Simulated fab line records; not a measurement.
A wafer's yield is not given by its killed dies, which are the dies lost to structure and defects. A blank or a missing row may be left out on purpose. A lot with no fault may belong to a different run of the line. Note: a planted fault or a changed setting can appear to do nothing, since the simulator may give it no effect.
fab line records	flow rit-cmos
[record] lots = 15	wafers = 45	last-day = 8
route steps=202 shown GATE@96 M1@202
lots untouched by any fault: they come from a run of this same line in which no faults occurred
start-h: the number of hours between the record's first day and the start of the first shown wafer of the lot	wait-h: hours from the lot's prior step to this one	" repeats the value in the row above	L1.1+2: several wafers, shown together as one row	- no value present, or no start provided	* or withheld: withheld	< > ~ a bound
route shown NAME@n: NAME is a module with steps in the file, n the number in the route of the first one	usual: mean/standard deviation of fault-free wafers	same: alike in all rows	chamber/n: place in a boat	sites: per-site readings	_std_site: standard deviation of those values	_edge_site: inner sites' mean taken away from outer sites' mean	radius-mm: for every site, how far away it sits from the centre of the wafer	mask NAME#n: copy n	behind: the most recent tool/chamber to have shaped the wafer	hold: why the lot went on hold/how many hours it stayed there/how the hold came to an end	device: the transistor (n, p or np) that didn't switch	end of line: the same wafers' tests at the end of the route	a step with no rows: only its recipe	killed: dies that structure and defects cost at the first sort, which is not the same as the wafer's yield	map: the dies of a wafer, with x for killed, . for not killed, _ for no die there
set.NAME: the run value of the setting; set.NAME@STEP: its run value at that earlier step	model.NAME: the simulator's own value behind a step, which no gauge read
a sample of lots followed through the steps of the route, with each step as a table and each wafer as a row
services: the hour from which a tool's chamber was out of use, counted from the record's first day as start-h (under 0 if before that day), plus the number of hours and why
[[steps]]
[step RIT_GATE_STRIP_20]
[recipe] chemistry = O2	time-s = 180	resist = NOVOLAK	platen-temp-c = withheld	power-w = 500	pressure-mtorr = 4000	o2-flow-sccm = 4000
[usual] chamber-pressure-mTorr = 4000/3.3	drypump-motor-current-A = 5.6/0.53
lot.wafer	tool	chamber	start-h	wait-h	chamber-pressure-mTorr	drypump-motor-current-A	rf-hours-counter-h
L711.1	plasma-asher-03	1	40.54	0.1	3998	5.2	39
L711.2	"	0	"	"	3996	6.0	39
L711.4	"	1	"	"	4003	5.2	-
L713.4	plasma-asher-03	0	52.31	0.1	4001	6.0	-
L713.5	"	0	"	"	3997	6.0	-
L713.6	"	1	"	"	4007	5.2	-
L714.1	plasma-asher-04	0	53.69	0.1	4009	5.8	43
L714.4	"	0	"	"	4000	5.7	-
L714.6	"	1	"	"	3996	5.1	-
L715.1	plasma-asher-04	0	61.26	0.1	4002	5.8	44
L715.3	"	0	"	"	3999	5.7	-
L715.6	"	1	"	"	3998	5.1	-
L717.1	plasma-asher-03	0	72.91	0.1	4000	6.0	43
L717.3	"	0	"	"	3999	6.0	-
L717.5	"	1	"	"	4003	5.2	-
L718.1	plasma-asher-02	0	77.98	0.1	4007	6.5	45
L718.3	"	1	"	"	4000	5.1	-
L718.4	"	0	"	"	3997	6.6	-
L719.4	plasma-asher-04	1	85.77	0.1	4005	5.1	-
L719.5	"	0	"	"	3999	5.7	-
L719.6	"	1	"	"	4002	5.1	-
L720.3	plasma-asher-02	1	88.63	0.1	3998	5.2	-
L720.4	"	0	"	"	4001	6.5	-
L720.6	"	0	"	"	4001	6.5	-
L721.2	plasma-asher-02	1	90.19	0.1	3997	5.1	46
L721.4	"	0	"	"	3997	6.5	-
L721.5	"	1	"	"	4000	5.1	-
L722.1	plasma-asher-03	0	95.10	0.1	-	-	-
L722.3	"	1	"	"	-	-	-
L722.5	"	0	"	"	-	-	-
L723.3	plasma-asher-03	1	103.22	0.1	-	-	-
L723.5	"	0	"	"	-	-	-
L723.6	"	1	"	"	-	-	-
L724.1	plasma-asher-02	0	106.60	0.1	-	-	-
L724.3	"	1	"	"	-	-	-
L724.6	"	0	"	"	-	-	-
L732.1	plasma-asher-02	0	144.87	0.1	3991	6.6	53
L732.5	"	0	"	"	4000	6.6	-
L732.6	"	1	"	"	4007	5.1	-
L733.1	plasma-asher-03	0	159.11	0.1	3994	6.0	52
L733.3	"	0	"	"	3997	6.0	-
L733.6	"	0	"	"	4000	6.0	-
L734.1	plasma-asher-02	0	166.63	0.1	4002	6.5	54
L734.2	"	1	"	"	3996	5.2	54
L734.3	"	1	"	"	3998	5.2	-
[step RIT_M1_PROBE_99]
[usual] killed-at-contacts = 0.1/0.23	killed-at-front-end = 7/3	killed-dies = 7/3	killed-on-rim = 1.8/1.5	killed-open = 3.3/1.8	killed-short = 3.3/2.2
[same] gross-dies = 264	killed_at_M0_to_M3 = 0	killed_at_M4_up = 0	killed-at-back-side = 0	killed-at-other = 0
lot.wafer	tool	chamber	start-h	wait-h	killed-at-contacts	killed-at-front-end	killed-dies	killed-on-rim	killed-open	killed-short
L722.1	prober-01	-	116.10	0.1	0	264	264	70	6	4
L722.3	prober-01	-	116.20	0.2	1	263	264	70	3	2
L722.5	prober-01	-	116.30	0.2	0	264	264	70	3	2
L723.3	prober-02	-	123.02	0.2	0	264	264	70	6	2
L723.5	prober-02	-	123.12	0.2	0	264	264	70	2	2
L723.6	prober-02	-	123.17	0.2	0	264	264	70	4	3
L724.1	prober-01	-	129.93	0.1	0	264	264	70	1	6
L724.3	prober-01	-	130.03	0.2	0	264	264	70	5	2
L724.6	prober-01	-	130.18	0.2	0	264	264	70	2	8
// killed by level:class
L722.1 REOX:area-oxidation=254 FOX1:geometric-particle:open=3 SPACER:geometric-particle:short=2 FOX1:geometric-particle:short=1 GATE:geometric-particle:short=1 REOX:geometric-particle:open=1 SPACER:geometric-particle:open=1 SILICIDE:geometric-particle:open=1
L722.3 REOX:area-oxidation=259 GATE:geometric-particle:open=3 SPACER:geometric-particle:short=1 CONTACT:geometric-particle:short=1
L722.5 REOX:area-oxidation=259 GATE:geometric-particle:open=3 SPACER:geometric-particle:short=2
L723.3 REOX:area-oxidation=256 FOX1:geometric-particle:open=2 SILICIDE:geometric-particle:open=2 FOX1:geometric-particle:short=1 FOX2:geometric-particle:open=1 FOX2:geometric-particle:short=1 GATE:geometric-particle:open=1
L723.5 REOX:area-oxidation=260 FOX1:geometric-particle:short=2 FOX2:geometric-particle:open=1 REOX:geometric-particle:open=1
L723.6 REOX:area-oxidation=257 GATE:geometric-particle:open=2 FOX1:geometric-particle:short=1 GATE:geometric-particle:short=1 SPACER:geometric-particle:open=1 SILICIDE:geometric-particle:short=1 SILICIDE:geometric-particle:open=1
L724.1 REOX:area-oxidation=257 GATE:geometric-particle:short=4 FOX1:geometric-particle:short=1 REOX:geometric-particle:open=1 REOX:geometric-particle:short=1
L724.3 REOX:area-oxidation=257 GATE:geometric-particle:open=2 FOX1:geometric-particle:open=1 FOX2:geometric-particle:short=1 GATE:geometric-particle:short=1 SPACER:geometric-particle:open=1 SILICIDE:geometric-particle:open=1
L724.6 REOX:area-oxidation=254 GATE:geometric-particle:short=6 GATE:geometric-particle:open=2 FOX1:geometric-particle:short=1 SPACER:geometric-particle:short=1
[[services]]
tool	chamber	start-h	hours	kind
plasma-asher-04	-	108.75	9.0	pm
plasma-asher-04	0	108.75	9.0	vent-cycle
plasma-asher-04	1	108.75	9.0	vent-cycle
plasma-asher-04	0	117.75	-	clean
plasma-asher-04	1	117.75	-	clean
[[key]]
[first-sign] step = RIT_GATE_STRIP_20	reading = tool-record	direction = missing
[effect] step = RIT_M1_PROBE_99	reading = killed-dies	direction = up	sigmas = 86	usual = 7	struck = 264
[more-kills-born-at] RIT_REOX_OXIDATION_03@furnace-03 = 1541	RIT_REOX_OXIDATION_03@furnace-04 = 772
met-at RIT_GATE_STRIP_20
struck-lots L722,L723,L724
later-rows-left-out L722.1,L722.3,L722.5,L723.3,L723.5,L723.6,L724.1,L724.3,L724.6
tester-left-out L722,L723,L724
onset-between 90.19 95.10
[fault] kind = skipped-step-whole	tool = plasma-asher-02,plasma-asher-03	chamber = -	onset-h = 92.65	steps = RIT_GATE_STRIP_20	scope = struck-lots-only
// tester-left-out: of these lots the tester's yield and bins aren't shown, on N5 and GAA mostly nor the transistor test; their killed dies are dies lost to structure and defects alone, not to doping, threshold or leakage, so they don't give the yield
// later-rows-left-out: the simulator's readings of these wafers behind a module that went badly wrong aren't trusted and aren't shown, but for the sort
